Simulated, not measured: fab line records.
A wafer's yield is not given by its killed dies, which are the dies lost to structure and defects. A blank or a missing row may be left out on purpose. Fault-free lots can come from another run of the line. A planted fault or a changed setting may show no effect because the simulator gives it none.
fab line records	flow ritCmos
[record] lots = 5	wafers = 15	lastDay = 8
route steps=202 shown PSD@142 SDANNEAL@153 NSD@158 PLDD@159 NLDD@160 SILICIDE@161 CONTACT@168 M1@202
lots with no fault: from the same line, run without faults
startH: hours from the record's first day to the start of the lot's first wafer shown	waitH: time in hours since the lot's previous step	" as in the row above	L1.1+2: one row covering several wafers at once	- no value, or no start was given	* or withheld: withheld	< > ~ a bound
route shown NAME@n: a module of which the file shows steps, and the number in the route of the first	usual: mean and standard deviation over wafers with no fault	same: alike in all rows	chamber/n: place in a boat	sites: the reading at each site	_std_site: the values' standard deviation	_edge_site: outer sites' mean less inner sites'	radiusMm: how far each site lies from the wafer's centre	mask NAME#n: copy n	behind: the tool/chamber that last shaped the wafer	hold: the reason the lot was held/the length of the hold in hours/how it ended	device: the transistor (n, p or np) that didn't switch	end of line: tests of these same wafers at the route's end	step lacking rows: just its recipe	killed: not the wafer's yield, but the dies lost to structure and defects at the first sort	map: a wafer's dies, marking killed ones x, the rest . and places with no die _
set.NAME: the run value of the setting; set.NAME@STEP: its run value at that earlier step	model.NAME: the simulator's own value behind a step, which no gauge read
lots at selected steps of the route; one table per step, one row per wafer
services: the hour from which a tool's chamber was out of use, counted from the record's first day as startH (under 0 if before that day), plus the number of hours and why
[[steps]]
[step RIT_PSD_HMDS_00]
[recipe] primeTimeS = 60	primeTempC = 140
[step RIT_PSD_COAT_01]
[recipe] resist = NOVOLAK	spinRpm = 3250	resistThkNm = 1000
[step RIT_PSD_SOFTBAKE_02]
[recipe] resist = NOVOLAK	tempC = 90	timeS = 60
[step RIT_PSD_EXPOSE_03]
[recipe] maskId = M10	na = 0.57	targetCdNm = 40900	doseMj = 250
[step RIT_PSD_PEB_04]
[recipe] resist = NOVOLAK	tempC = withheld	timeS = withheld
[step RIT_PSD_DEVELOP_05]
[recipe] resist = NOVOLAK	developTimeS = 50	devTempC = 23
[step RIT_PSD_OVL_MEAS_06]
[usual] PSD_OVL = -0.4/1.3
lot.wafer	tool	chamber	startH	waitH	PSD_OVL[nm]
L627.1	overlay-01	-	79.64	-	-1.2
L627.4	"	-	"	"	-0.3
L627.5	"	-	"	"	-1.6
L629.2	overlay-02	-	83.49	-	-3.0
L629.3	"	-	"	"	-2.1
L629.6	"	-	"	"	-3.7
L634.1	overlay-01	-	114.97	-	0.0
L634.3	"	-	"	"	0.8
L634.4	"	-	"	"	-1.1
L636.4	overlay-01	-	118.08	-	-1.4
L636.5	"	-	"	"	0.1
L636.6	"	-	"	"	0.4
L646.3	overlay-01	-	176.19	-	2.6
L646.4	"	-	"	"	0.6
L646.6	"	-	"	"	1.0
[step RIT_PSD_HARDBAKE_07]
[recipe] resist = NOVOLAK	tempC = 140	timeS = 60
[step RIT_PSD_IMPLANT_08]
[recipe] species = BF2	energyKev = 26.6	doseCm2 = 5e+15	tiltDeg = 7
[step RIT_PSD_STRIP_09]
[recipe] chemistry = O2	timeS = 180	resist = NOVOLAK	platenTempC = withheld	powerW = 500	pressureMtorr = 4000	o2FlowSccm = 4000
[usual] drypumpMotorCurrentA = 5.8/0.47
lot.wafer	tool	chamber	startH	waitH	drypumpMotorCurrentA	rfHoursCounterH
L627.1	plasmaAsher-02	0	80.24	0.1	5.1	45
L627.4	"	0	"	"	5.1	-
L627.5	"	0	"	"	5.1	-
L629.2	plasmaAsher-02	1	83.82	0.1	6.6	45
L629.3	"	1	"	"	6.6	-
L629.6	"	1	"	"	6.6	-
L634.1	plasmaAsher-04	0	115.31	0.1	5.9	48
L634.3	"	1	"	"	5.6	-
L634.4	"	0	"	"	5.9	-
L636.4	plasmaAsher-04	1	118.46	0.1	5.7	-
L636.5	"	0	"	"	5.9	-
L636.6	"	1	"	"	5.7	-
L646.3	plasmaAsher-04	0	176.58	0.1	5.9	-
L646.4	"	1	"	"	5.6	-
L646.6	"	0	"	"	5.9	-
[step RIT_PSD_TW_MEAS_10]
[usual] PSD_TW = 3409/30
lot.wafer	tool	chamber	startH	waitH	PSD_TW
L627.1	filmMetro-02	-	80.41	0.1	3431
L627.4	"	-	"	"	3439
L627.5	"	-	"	"	3452
L629.2	filmMetro-02	-	84.01	0.1	3420
L629.3	"	-	"	"	3446
L629.6	"	-	"	"	3443
L634.1	filmMetro-04	-	115.48	0.1	3398
L634.3	"	-	"	"	3404
L634.4	"	-	"	"	3399
L636.4	filmMetro-01	-	118.61	0.1	3384
L636.5	"	-	"	"	3367
L636.6	"	-	"	"	3373
L646.3	filmMetro-01	-	176.71	0.1	3357
L646.4	"	-	"	"	3355
L646.6	"	-	"	"	3372
[step RIT_SDANNEAL_CLEAN_00]
[recipe] chemistry = SC1	mix = 3:3:50	timeS = 600	tempC = 75
[step RIT_SDANNEAL_CLEAN_01]
[recipe] chemistry = dHF	dilution = 50:1	timeS = 30
lot.wafer	tool	chamber	startH	waitH
L627.1+4+5	wetBench-03	2	80.67	0.0
L629.2+3+6	wetBench-04	0	84.23	0.0
L634.1+3+4	wetBench-03	0	115.73	0.0
L636.4+5+6	wetBench-04	1	118.81	0.0
L646.3+4+6	wetBench-04	3	176.94	0.0
[step RIT_SDANNEAL_CLEAN_02]
[recipe] chemistry = SC2	mix = 3:3:50	timeS = 600	tempC = 75	dry = n2Spin
[step RIT_SDANNEAL_RTA_03]
[recipe] tempC = 1050	timeS = 5	idleTempC = 600	rampUpCPerS = 342	rampDownCPerS = 171	coolToC = 600	ambient = N2
[step RIT_SDANNEAL_RS_MEAS_04]
[recipe] thkMeasGauge = four-point-probe
[usual] PSD_RS = 116.83/0.28
lot.wafer	tool	chamber	startH	waitH	PSD_RS[ohm/sq]
L627.1	filmMetro-04	-	80.93	0.0	116.96
L627.4	"	-	"	"	116.76
L627.5	"	-	"	"	116.68
L629.2	filmMetro-02	-	84.50	0.1	116.89
L629.3	"	-	"	"	117.11
L629.6	"	-	"	"	116.67
L634.1	filmMetro-01	-	115.98	0.0	116.99
L634.3	"	-	"	"	116.60
L634.4	"	-	"	"	116.77
L636.4	filmMetro-04	-	119.14	0.1	117.17
L636.5	"	-	"	"	117.12
L636.6	"	-	"	"	117.16
L646.3	filmMetro-04	-	177.25	0.1	116.71
L646.4	"	-	"	"	116.44
L646.6	"	-	"	"	116.26
[step RIT_SDANNEAL_RS_MEAS_05]
[recipe] thkMeasGauge = four-point-probe
[usual] NSD_RS = 84.52/0.25
lot.wafer	tool	chamber	startH	waitH	NSD_RS[ohm/sq]
L627.1	filmMetro-04	-	81.05	0.1	84.52
L627.4	"	-	"	"	84.40
L627.5	"	-	"	"	84.54
L629.2	filmMetro-02	-	84.62	0.1	84.39
L629.3	"	-	"	"	84.26
L629.6	"	-	"	"	84.33
L634.1	filmMetro-01	-	116.10	0.1	84.46
L634.3	"	-	"	"	84.54
L634.4	"	-	"	"	84.67
L636.4	filmMetro-04	-	119.26	0.1	84.39
L636.5	"	-	"	"	84.40
L636.6	"	-	"	"	84.29
L646.3	filmMetro-04	-	177.37	0.1	84.84
L646.4	"	-	"	"	84.90
L646.6	"	-	"	"	84.87
[step RIT_SDANNEAL_RS_MEAS_06]
[recipe] thkMeasGauge = four-point-probe
[usual] PLDD_RS = 178.7/0.47
lot.wafer	tool	chamber	startH	waitH	PLDD_RS[ohm/sq]
L627.1	filmMetro-04	-	81.17	0.1	178.5
L627.4	"	-	"	"	178.5
L627.5	"	-	"	"	178.1
L629.2	filmMetro-02	-	84.74	0.1	177.8
L629.3	"	-	"	"	178.6
L629.6	"	-	"	"	177.8
L634.1	filmMetro-01	-	116.22	0.1	178.4
L634.3	"	-	"	"	179.0
L634.4	"	-	"	"	179.1
L636.4	filmMetro-04	-	119.38	0.1	178.8
L636.5	"	-	"	"	179.2
L636.6	"	-	"	"	178.7
L646.3	filmMetro-04	-	177.49	0.1	179.1
L646.4	"	-	"	"	178.9
L646.6	"	-	"	"	178.9
[step RIT_SDANNEAL_RS_MEAS_07]
[recipe] thkMeasGauge = four-point-probe
[usual] NLDD_RS = 150.8/0.48
lot.wafer	tool	chamber	startH	waitH	NLDD_RS[ohm/sq]
L627.1	filmMetro-04	-	81.29	0.1	150.5
L627.4	"	-	"	"	150.5
L627.5	"	-	"	"	150.8
L629.2	filmMetro-02	-	84.86	0.1	151.0
L629.3	"	-	"	"	151.1
L629.6	"	-	"	"	150.5
L634.1	filmMetro-01	-	116.34	0.1	149.8
L634.3	"	-	"	"	149.7
L634.4	"	-	"	"	149.6
L636.4	filmMetro-04	-	119.50	0.1	151.2
L636.5	"	-	"	"	151.4
L636.6	"	-	"	"	151.3
L646.3	filmMetro-04	-	177.61	0.1	150.7
L646.4	"	-	"	"	150.3
L646.6	"	-	"	"	150.7
[step RIT_SILICIDE_WET_ETCH_00]
[recipe] chemistry = BOE	target = SiO2	targetDepthNm = 14	timeS = 15	dry = n2Spin	dilution = 10:1	tempC = 21.5
[step RIT_SILICIDE_SPUTTER_01]
[recipe] material = Ti	targetThkNm = 30	powerW = 350	chamberPressurePa = 0.667	gas = Ar	timeS = 246.8	substrateTempC = 25
[usual] throttleValvePct = 29.9/0.62
lot.wafer	tool	chamber	startH	waitH	throttleValvePct
L627.1	pvdSputter-03	-	81.42	0.0	29.8
L627.4	"	-	"	"	29.2
L627.5	"	-	"	"	29.7
L629.2	pvdSputter-03	-	84.97	0.0	29.2
L629.3	"	-	"	"	29.5
L629.6	"	-	"	"	29.7
L634.1	pvdSputter-03	-	116.48	0.0	30.1
L634.3	"	-	"	"	29.3
L634.4	"	-	"	"	29.6
L636.4	pvdSputter-02	-	119.57	0.0	29.3
L636.5	"	-	"	"	29.5
L636.6	"	-	"	"	29.3
L646.3	pvdSputter-04	-	177.70	0.0	31.3
L646.4	"	-	"	"	30.1
L646.6	"	-	"	"	31.2
[step RIT_SILICIDE_RS_MEAS_02]
[recipe] thkMeasGauge = four-point-probe	reads = Ti_of_SILICIDE_SPUTTER_01
[usual] SILICIDE_TI_RS = 46.2/0.58
lot.wafer	tool	chamber	startH	waitH	SILICIDE_TI_RS[ohm/sq]
L627.1	filmMetro-03	-	81.57	0.1	46.4
L627.4	"	-	"	"	46.4
L627.5	"	-	"	"	46.7
L629.2	filmMetro-04	-	85.14	0.1	46.7
L629.3	"	-	"	"	46.9
L629.6	"	-	"	"	46.9
L634.1	filmMetro-03	-	116.63	0.1	46.3
L634.3	"	-	"	"	45.7
L634.4	"	-	"	"	46.2
L636.4	filmMetro-03	-	119.78	0.1	47.4
L636.5	"	-	"	"	47.4
L636.6	"	-	"	"	46.4
L646.3	filmMetro-03	-	177.89	0.1	46.4
L646.4	"	-	"	"	46.8
L646.6	"	-	"	"	46.1
[step RIT_SILICIDE_THK_MEAS_03]
[recipe] thkMeasGauge = xrf	reads = Ti_of_SILICIDE_SPUTTER_01
[usual] SILICIDE_TI_THK = 30.7/0.34
lot.wafer	tool	chamber	startH	waitH	SILICIDE_TI_THK[nm]
L627.1	filmMetro-03	-	81.69	0.1	30.6
L627.4	"	-	"	"	30.6
L627.5	"	-	"	"	30.3
L629.2	filmMetro-04	-	85.25	0.1	30.2
L629.3	"	-	"	"	30.1
L629.6	"	-	"	"	30.2
L634.1	filmMetro-03	-	116.75	0.1	30.8
L634.3	"	-	"	"	30.8
L634.4	"	-	"	"	30.7
L636.4	filmMetro-03	-	119.87	0.1	30.2
L636.5	"	-	"	"	30.1
L636.6	"	-	"	"	30.5
L646.3	filmMetro-03	-	177.99	0.1	30.9
L646.4	"	-	"	"	30.5
L646.6	"	-	"	"	30.8
[step RIT_SILICIDE_RTA_04]
[recipe] tempC = 650	timeS = 10	idleTempC = 25	rampUpS = 5	rampDownS = 5	coolToC = 25	ambient = N2
[usual] wafer_temp_C_max = 652.9/1
lot.wafer	tool	chamber	startH	waitH	wafer_temp_C_max
L627.1	rtpAnneal-02	0	81.75	0.1	652.7
L627.4	"	0	"	"	653.8
L627.5	"	0	"	"	652.7
L629.2	rtpAnneal-01	0	85.32	0.1	652.0
L629.3	"	0	"	"	652.1
L629.6	"	0	"	"	652.0
L634.1	rtpAnneal-02	0	116.81	0.1	653.3
L634.3	"	0	"	"	654.8
L634.4	"	0	"	"	653.7
L636.4	rtpAnneal-02	0	119.93	0.1	653.4
L636.5	"	0	"	"	653.7
L636.6	"	0	"	"	654.5
L646.3	rtpAnneal-02	0	178.05	0.1	654.1
L646.4	"	0	"	"	653.9
L646.6	"	0	"	"	653.9
[step RIT_SILICIDE_WET_ETCH_05]
[recipe] chemistry = SPM	target = Ti	tempC = 90	timeS = 120	dry = n2Spin
[step RIT_SILICIDE_RTA_06]
[recipe] tempC = 750	timeS = 10	idleTempC = 25	rampUpS = 5	rampDownS = 10	coolToC = 25	ambient = N2
[usual] wafer_temp_C_max = 753.1/1.2
lot.wafer	tool	chamber	startH	waitH	wafer_temp_C_max
L627.1	rtpAnneal-01	0	81.86	0.0	751.5
L627.4	"	0	"	"	751.5
L627.5	"	0	"	"	752.6
L629.2	rtpAnneal-02	0	85.42	0.0	754.5
L629.3	"	0	"	"	754.3
L629.6	"	0	"	"	755.0
L634.1	rtpAnneal-01	0	116.92	0.0	752.4
L634.3	"	0	"	"	752.2
L634.4	"	0	"	"	752.4
L636.4	rtpAnneal-01	0	120.05	0.0	752.4
L636.5	"	0	"	"	751.5
L636.6	"	0	"	"	751.7
L646.3	rtpAnneal-01	0	178.19	0.0	752.1
L646.4	"	0	"	"	752.1
L646.6	"	0	"	"	752.4
[step RIT_CONTACT_CVD_00]
[recipe] material = SiO2	targetThkNm = 400	precursor = TEOS	tempC = 390	timeS = 61	rfW = 400
[step RIT_CONTACT_THK_MEAS_01]
[recipe] reads = SiO2_of_CONTACT_CVD_00
[usual] CONTACT_TEOS_THK = 400/5.2
lot.wafer	tool	chamber	startH	waitH	CONTACT_TEOS_THK[nm]
L627.1	filmMetro-03	-	81.98	0.0	394
L627.4	"	-	"	"	405
L627.5	"	-	"	"	396
L629.2	filmMetro-01	-	85.54	0.0	400
L629.3	"	-	"	"	397
L629.6	"	-	"	"	400
L634.1	filmMetro-04	-	117.04	0.0	392
L634.3	"	-	"	"	404
L634.4	"	-	"	"	406
L636.4	filmMetro-01	-	120.16	0.0	404
L636.5	"	-	"	"	408
L636.6	"	-	"	"	403
L646.3	filmMetro-01	-	178.37	0.0	406
L646.4	"	-	"	"	411
L646.6	"	-	"	"	408
[step RIT_CONTACT_HMDS_02]
[recipe] primeTimeS = 60	primeTempC = 140
[step RIT_CONTACT_COAT_03]
[recipe] resist = NOVOLAK	spinRpm = 3250	resistThkNm = 1000
[step RIT_CONTACT_SOFTBAKE_04]
[recipe] resist = NOVOLAK	tempC = 90	timeS = 60
[step RIT_CONTACT_EXPOSE_05]
[recipe] maskId = M11	na = 0.6	sourceShape = conventional	sigmaOuter = 0.5	targetCdNm = 1000	doseMj = 247.6
[step RIT_CONTACT_PEB_06]
[recipe] resist = NOVOLAK	tempC = withheld	timeS = withheld
[step RIT_CONTACT_DEVELOP_07]
[recipe] resist = NOVOLAK	developTimeS = 120	devTempC = 23
[step RIT_CONTACT_CD_MEAS_08]
[recipe] targetCdNm = 1000
[usual] cdNm = 1000.0/2.6
lot.wafer	tool	chamber	startH	waitH	cdNm
L627.1	cdSem-01	-	83.01	-	995.9
L627.4	"	-	"	"	997.8
L627.5	"	-	"	"	998.4
L629.2	cdSem-01	-	86.73	-	997.7
L629.3	"	-	"	"	997.4
L629.6	"	-	"	"	998.6
L634.1	cdSem-02	-	118.06	-	998.8
L634.3	"	-	"	"	997.4
L634.4	"	-	"	"	996.3
L636.4	cdSem-01	-	121.22	-	1000.8
L636.5	"	-	"	"	1000.1
L636.6	"	-	"	"	1000.5
L646.3	cdSem-02	-	179.44	-	997.7
L646.4	"	-	"	"	997.0
L646.6	"	-	"	"	996.4
[step RIT_CONTACT_OVL_MEAS_09]
[usual] CONTACT_OVL = 0.9/1.3
lot.wafer	tool	chamber	startH	waitH	CONTACT_OVL[nm]
L627.1	overlay-01	-	83.13	0.1	-1.7
L627.4	"	-	"	"	0.2
L627.5	"	-	"	"	-0.9
L629.2	overlay-01	-	86.84	0.1	1.4
L629.3	"	-	"	"	-1.6
L629.6	"	-	"	"	1.8
L634.1	overlay-02	-	118.18	0.1	1.8
L634.3	"	-	"	"	0.7
L634.4	"	-	"	"	1.9
L636.4	overlay-01	-	121.30	0.1	1.6
L636.5	"	-	"	"	1.6
L636.6	"	-	"	"	-0.5
L646.3	overlay-01	-	179.53	0.1	2.2
L646.4	"	-	"	"	-0.3
L646.6	"	-	"	"	0.1
[step RIT_CONTACT_HARDBAKE_10]
[recipe] resist = NOVOLAK	tempC = 140	timeS = 60
[step RIT_CONTACT_ETCH_11]
[recipe] targetDepthA = 4800	overEtchFrac = 0.2	stopOn = TiSi2	chemistry = CHF3/CF4/Ar	target = SiO2	CHF3_flow_sccm = 50	cf4FlowSccm = 10	Ar_flow_sccm = 100	O2_flow_sccm = 5	pressureMtorr = 100	rfW = 200	timeS = 320
[step RIT_CONTACT_STRIP_12]
[recipe] chemistry = O2	timeS = 180	resist = NOVOLAK	platenTempC = withheld	powerW = 500	pressureMtorr = 4000	o2FlowSccm = 4000
[usual] drypumpMotorCurrentA = 5.6/0.45
lot.wafer	tool	chamber	startH	waitH	drypumpMotorCurrentA	rfHoursCounterH
L627.1	plasmaAsher-04	0	83.51	0.1	5.9	44
L627.4	"	0	"	"	5.9	-
L627.5	"	0	"	"	5.9	-
L629.2	plasmaAsher-01	0	87.22	0.1	5.1	31
L629.3	"	0	"	"	5.1	-
L629.6	"	0	"	"	5.1	-
L634.1	plasmaAsher-01	1	118.56	0.1	5.8	34
L634.3	"	1	"	"	5.8	-
L634.4	"	0	"	"	5.1	-
L636.4	plasmaAsher-02	0	121.72	0.1	5.1	-
L636.5	"	1	"	"	6.6	-
L636.6	"	0	"	"	5.1	-
L646.3	plasmaAsher-01	1	179.95	0.2	5.7	-
L646.4	"	0	"	"	5.1	-
L646.6	"	1	"	"	5.7	-
[step RIT_CONTACT_CD_MEAS_90]
[recipe] targetCdNm = 1000
[usual] cdNm = 1000.0/2.6
lot.wafer	tool	chamber	startH	waitH	cdNm
L627.1	cdSem-01	-	83.68	0.1	995.4
L627.4	"	-	"	"	997.7
L627.5	"	-	"	"	998.8
L629.2	cdSem-02	-	87.41	0.1	997.1
L629.3	"	-	"	"	997.1
L629.6	"	-	"	"	998.3
L634.1	cdSem-01	-	118.74	0.1	999.2
L634.3	"	-	"	"	997.9
L634.4	"	-	"	"	996.8
L636.4	cdSem-01	-	121.89	0.1	1000.4
L636.5	"	-	"	"	1000.9
L636.6	"	-	"	"	999.9
L646.3	cdSem-01	-	180.11	0.1	998.1
L646.4	"	-	"	"	996.8
L646.6	"	-	"	"	996.4
[step RIT_CONTACT_CLEAN_13]
[recipe] chemistry = SC1	mix = 3:3:50	timeS = 600	tempC = 75
[step RIT_CONTACT_CLEAN_14]
[recipe] chemistry = SC2	mix = 3:3:50	timeS = 600	tempC = 75	dry = n2Spin
[step RIT_M1_PROBE_99]
[usual] killedAtFrontEnd = 7.0/2.8	killedDies = 7.0/2.8	killedOnRim = 2.0/1.4	killedOpen = 3.4/1.9	killedShort = 3.6/2
[same] grossDies = 264	killed_at_M0_to_M3 = 0	killed_at_M4_up = 0	killedAtBackSide = 0	killedAtContacts = 0	killedAtOther = 0
lot.wafer	tool	chamber	startH	waitH	killedAtFrontEnd	killedDies	killedOnRim	killedOpen	killedShort
L629.2	prober-02	-	92.23	0.1	3	3	0	1	2
L629.3	prober-02	-	92.28	0.2	4	4	0	4	0
L629.6	prober-02	-	92.43	0.2	9	9	4	2	7
L634.1	prober-01	-	123.36	0.1	47	47	8	6	6
L634.3	prober-01	-	123.46	0.2	44	44	9	4	3
L634.4	prober-01	-	123.51	0.2	46	46	11	3	5
L636.4	prober-01	-	126.96	0.2	6	6	1	1	5
L636.5	prober-01	-	127.01	0.2	10	10	3	5	5
L636.6	prober-01	-	127.06	0.2	6	6	0	2	4
// killed by level:class
L629.2 GATE:geometricParticle:short=2 FOX2:geometricParticle:open=1
L629.3 GATE:geometricParticle:open=2 REOX:geometricParticle:open=1 SPACER:geometricParticle:open=1
L629.6 SPACER:geometricParticle:open=2 FOX2:geometricParticle:short=2 GATE:geometricParticle:short=2 SILICIDE:geometricParticle:short=2 REOX:geometricParticle:short=1
L634.1 SDANNEAL:unspecified=35 GATE:geometricParticle:short=3 FOX2:geometricParticle:open=2 FOX2:geometricParticle:short=2 FOX1:geometricParticle:short=1 GATE:geometricParticle:open=1 REOX:geometricParticle:open=1 SPACER:geometricParticle:open=1
L634.3 SDANNEAL:unspecified=37 FOX1:geometricParticle:open=3 REOX:geometricParticle:short=3 SILICIDE:geometricParticle:open=1
L634.4 SDANNEAL:unspecified=38 REOX:geometricParticle:short=3 FOX1:geometricParticle:open=1 GATE:geometricParticle:open=1 GATE:geometricParticle:short=1 REOX:geometricParticle:open=1 SILICIDE:geometricParticle:short=1
L636.4 GATE:geometricParticle:short=4 FOX2:geometricParticle:short=1 GATE:geometricParticle:open=1
L636.5 GATE:geometricParticle:short=5 GATE:geometricParticle:open=3 REOX:geometricParticle:open=1 SILICIDE:geometricParticle:open=1
L636.6 GATE:geometricParticle:short=4 GATE:geometricParticle:open=2
// map L634.1 (x killed, . not)
________x......_______
_____.............____
____.x.........x...___
___........x.x....x.__
__...x.........x....._
__...............x..._
_............x........
_.....................
_.....................
_............xxxxxx...
__..........xxxxxxx.._
__.........xxxxxxxx.._
___.........xxxxxxx.__
____.........xxxxxx___
_____.......x.x.x.____
________......._______
// map L627.4 (x killed, . not)
________......._______
_____.............____
____...............___
___..x..............__
__.x................._
__..................._
_...........x.........
_......x..............
_.....................
_.....................
__........x...x......_
__..................._
___.................__
____...............___
_____.............____
________......._______
[[services]]
tool	chamber	startH	hours	kind
pvdSputter-03	-	97.94	0.5	repair
plasmaAsher-02	-	108.75	9.0	pm
plasmaAsher-02	0	108.75	11.4	ventCycle
plasmaAsher-02	1	108.75	11.4	ventCycle
plasmaAsher-02	-	116.00	4.1	repair
plasmaAsher-02	0	117.75	-	clean
plasmaAsher-02	1	117.75	-	clean
plasmaAsher-01	-	132.24	3.4	repair
plasmaAsher-02	-	149.27	3.2	repair
[[key]]
[firstSign] step = RIT_M1_PROBE_99	reading = killedAtFrontEnd	direction = up	sigmas = 14	usual = 7.0	struck = 45.7
[effect] step = RIT_M1_PROBE_99	reading = killedDies	direction = up	sigmas = 14	usual = 7.0	struck = 45.7
metAt RIT_SDANNEAL_CLEAN_01
struckWafers L634.1,L634.3,L634.4
testerLeftOut L634
alsoFits RIT_SILICIDE_SPUTTER_01:pvdSputter-03
[fault] kind = chamberParticleSource	tool = wetBench-03	chamber = 0	onsetH = 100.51	steps = RIT_SDANNEAL_CLEAN_01	ratePerVisitCm2 = 1.4826	endH = 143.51
// testerLeftOut: of these lots the tester's yield and bins aren't shown, on N5 and GAA mostly nor the transistor test; their killed dies are dies lost to structure and defects alone, not to doping, threshold or leakage, so they don't give the yield
